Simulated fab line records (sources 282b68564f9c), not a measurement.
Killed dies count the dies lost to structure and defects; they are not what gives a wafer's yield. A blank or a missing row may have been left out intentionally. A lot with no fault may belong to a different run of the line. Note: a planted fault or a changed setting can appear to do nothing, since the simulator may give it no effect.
fab line records | flow ritCmos
record: lots: 7 wafers: 21 lastDay: 7
route steps=202 shown GATE@77 FOX2@80
lots untouched by any fault: they come from a run of this same line in which no faults occurred
startH: hours from the record's opening day to when the first of the lot's shown wafers began | waitH: time in hours since the lot's previous step | " same as the row above | L1.1+2: a single row standing in for several wafers | - no value, or no start given | * or withheld: withheld | < > ~ a bound
route shown NAME@n: NAME is a module with steps in the file, n the number in the route of the first one | usual: average and standard deviation across the fault-free wafers | same: alike in all rows | chamber/n: place in a boat | sites: readings site by site | _std_site: their standard deviation | _edge_site: the outer-site mean with the inner-site mean subtracted | radiusMm: for every site, how far away it sits from the centre of the wafer | mask NAME#n: copy n | behind: the last tool/chamber to shape the wafer | hold: reason for holding the lot/hours on hold/outcome of the hold | device: whichever transistor did not switch (one of n, p or np) | end of line: the same wafers' tests at the end of the route | a step given without rows: its recipe and nothing more | killed: count of dies lost to structure and defects at first sort (not the wafer's yield) | map: shows each die of a wafer: x if killed, . if not, _ if none is there
set.NAME: the run value of the setting; set.NAME@STEP: its run value at that earlier step | model.NAME: the simulator's own value behind a step, which no gauge read
lots at some steps of the route; a table a step, a row a wafer
services: from which hour (startH, from the record's first day; less than 0 if before it) a tool's chamber was out of use, for how many hours, and why
== steps ==
step: RIT_GATE_CLEAN_02
recipe: chemistry: dHF dilution: 50:1 timeS: 30
step: RIT_GATE_CLEAN_03
recipe: chemistry: SC2 mix: 3:3:50 timeS: 600 tempC: 75 dry: n2Spin
step: RIT_GATE_CLEAN_04
recipe: chemistry: dHF dilution: 50:1 timeS: 60 dry: n2Spin
step: RIT_FOX2_THK_MEAS_91
recipe: reads: SiO2_of_FOX2_OXIDATION_00
usual: FIELD_OXIDE_LEFT_2_THK: 250/7.1
columns lot.wafer tool chamber startH waitH FIELD_OXIDE_LEFT_2_THK[nm]
L987.2 filmMetro-03 - 32.55 0.0 254
L987.3 " - " " 248
L987.6 " - " " 252
L994.3 filmMetro-02 - 68.36 0.0 247
L994.4 " - " " 250
L994.6 " - " " 255
L995.1 filmMetro-02 - 73.62 0.0 243
L995.2 " - " " 241
L995.5 " - " " 244
L996.2 filmMetro-02 - 78.86 0.0 249
L996.4 " - " " 242
L996.6 " - " " 245
L998.1 filmMetro-02 - 87.51 0.0 247
L998.3 " - " " 244
L998.5 " - " " 242
L105.1 filmMetro-02 - 126.21 0.0 239
L105.5 " - " " 239
L105.6 " - " " 234
L108.1 filmMetro-02 - 139.27 0.0 259
L108.2 " - " " 253
L108.6 " - " " 255
step: RIT_GATE_OXIDATION_05
recipe: tempC: 900 ambient: O2 targetThkA: 30 oxTimeS: 270
step: RIT_GATE_ANNEAL_06
recipe: tempC: 900 timeS: 600 ambient: N2O
step: RIT_GATE_THK_MEAS_07
recipe: reads: SiO2_of_GATE_OXIDATION_05
usual: GATE_OXIDE_THK: 3.00/0.068
columns lot.wafer tool chamber startH waitH GATE_OXIDE_THK[nm]
L987.2 filmMetro-04 - 33.96 0.0 2.93
L987.3 " - " " 2.91
L987.6 " - " " 2.87
L994.3 filmMetro-04 - 70.13 0.0 2.96
L994.4 " - " " 2.88
L994.6 " - " " 2.98
L995.1 filmMetro-02 - 75.00 0.0 2.99
L995.2 " - " " 3.04
L995.5 " - " " 2.98
L996.2 filmMetro-02 - 80.25 0.0 2.97
L996.4 " - " " 2.96
L996.6 " - " " 2.97
L998.1 filmMetro-03 - 93.19 0.0 2.91
L998.3 " - " " 2.97
L998.5 " - " " 2.84
L105.1 filmMetro-02 - 127.60 0.0 3.03
L105.5 " - " " 3.06
L105.6 " - " " 3.05
L108.1 filmMetro-02 - 140.65 0.0 3.09
L108.2 " - " " 2.97
L108.6 " - " " 3.03
step: RIT_GATE_CVD_08
recipe: material: poly-Si targetThkNm: 250 tempC: 610 precursor: SiH4 timeS: 2220 pressureMtorr: 300 sih4FlowSccm: 100
step: RIT_GATE_THK_MEAS_09
recipe: reads: poly-Si_of_GATE_CVD_08
usual: GATE_POLY_THK: 249.5/2.2
columns lot.wafer tool chamber startH waitH GATE_POLY_THK[nm]
L987.2 filmMetro-02 - 36.44 0.0 245.8
L987.3 " - " " 245.8
L987.6 " - " " 245.7
L994.3 filmMetro-04 - 72.61 0.0 250.0
L994.4 " - " " 246.8
L994.6 " - " " 249.7
L995.1 filmMetro-04 - 76.68 0.0 251.4
L995.2 " - " " 249.2
L995.5 " - " " 249.2
L996.2 filmMetro-04 - 81.92 0.0 249.3
L996.4 " - " " 251.5
L996.6 " - " " 246.9
L998.1 filmMetro-03 - 96.03 0.0 246.3
L998.3 " - " " 247.2
L998.5 " - " " 246.9
L105.1 filmMetro-04 - 130.22 0.0 245.8
L105.5 " - " " 245.9
L105.6 " - " " 245.8
L108.1 filmMetro-03 - 142.33 0.0 250.4
L108.2 " - " " 253.7
L108.6 " - " " 248.7
step: RIT_GATE_HMDS_10
recipe: primeTimeS: 60 primeTempC: 140
step: RIT_GATE_COAT_11
recipe: resist: NOVOLAK spinRpm: 4250 resistThkNm: 850
step: RIT_GATE_SOFTBAKE_12
recipe: resist: NOVOLAK tempC: 90 timeS: 60
step: RIT_GATE_EXPOSE_13
recipe: maskId: M6 na: 0.6 sourceShape: conventional sigmaOuter: 0.6 targetCdNm: 150 doseMj: 380
usual: exposureDoseMJCm2: 380.0/0.34 focusOffsetNm: -0.1/0.44
columns lot.wafer tool chamber startH waitH mask exposureDoseMJCm2 focusOffsetNm
L987.2 ilineStepper-01 0 36.96 0.1 M6#0 379.4 0.1
L987.3 " 0 " " M6#0 379.3 -0.3
L987.6 " 0 " " M6#0 380.2 0.1
L994.3 ilineStepper-01 - 73.27 0.1 M6#0 - -
L994.4 " - " " M6#0 - -
L994.6 " - " " M6#0 - -
L995.1 ilineStepper-01 - 77.36 0.1 M6#0 - -
L995.2 " - " " M6#0 - -
L995.5 " - " " M6#0 - -
L996.2 ilineStepper-02 - 82.57 0.2 M6#0 - -
L996.4 " - " " M6#0 - -
L996.6 " - " " M6#0 - -
L998.1 ilineStepper-02 0 96.54 0.1 M6#0 380.4 0.1
L998.3 " 0 " " M6#0 380.5 -0.2
L998.5 " 0 " " M6#0 380.1 0.4
L105.1 ilineStepper-01 0 130.73 0.1 M6#0 380.1 -0.8
L105.5 " 0 " " M6#0 380.1 0.2
L105.6 " 0 " " M6#0 380.6 -0.2
L108.1 ilineStepper-02 0 142.96 0.2 M6#0 380.2 0.0
L108.2 " 0 " " M6#0 380.5 0.1
L108.6 " 0 " " M6#0 380.2 0.5
step: RIT_GATE_PEB_14
recipe: resist: NOVOLAK tempC: withheld timeS: withheld
== services ==
columns tool chamber startH hours kind
ilineStepper-02 - 36.43 1.7 pm
ilineStepper-01 - 96.99 1.7 pm
== key ==
firstSign: step: RIT_GATE_EXPOSE_13 reading: toolRecord direction: missing
effect none on later readings
metAt RIT_GATE_EXPOSE_13
struckWafers L994.3,L994.4,L994.6,L995.1,L995.2,L995.5,L996.2,L996.4,L996.6
laterRowsLeftOut L994.3,L994.4,L994.6,L995.1,L995.2,L995.5,L996.2,L996.4,L996.6
sortLeftOut L994.3,L994.4,L994.6,L995.1,L995.2,L995.5,L996.2,L996.4,L996.6
testerLeftOut L994,L995,L996
onsetBetween 36.96 73.27
fault: kind: skippedStepWhole tool: ilineStepper-01,ilineStepper-02 chamber: - onsetH: 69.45 steps: RIT_GATE_EXPOSE_13 scope: struckLotsOnly
testerLeftOut: of these lots the tester's yield and bins aren't shown, on N5 and GAA mostly nor the transistor test; their killed dies are dies lost to structure and defects alone, not to doping, threshold or leakage, so they don't give the yield
sortLeftOut: the simulated sort isn't trusted on such a fault, so these wafers' sort isn't shown, and their yield isn't known
laterRowsLeftOut: the simulator's readings of these wafers behind a module that went badly wrong aren't trusted and aren't shown, but for the sort
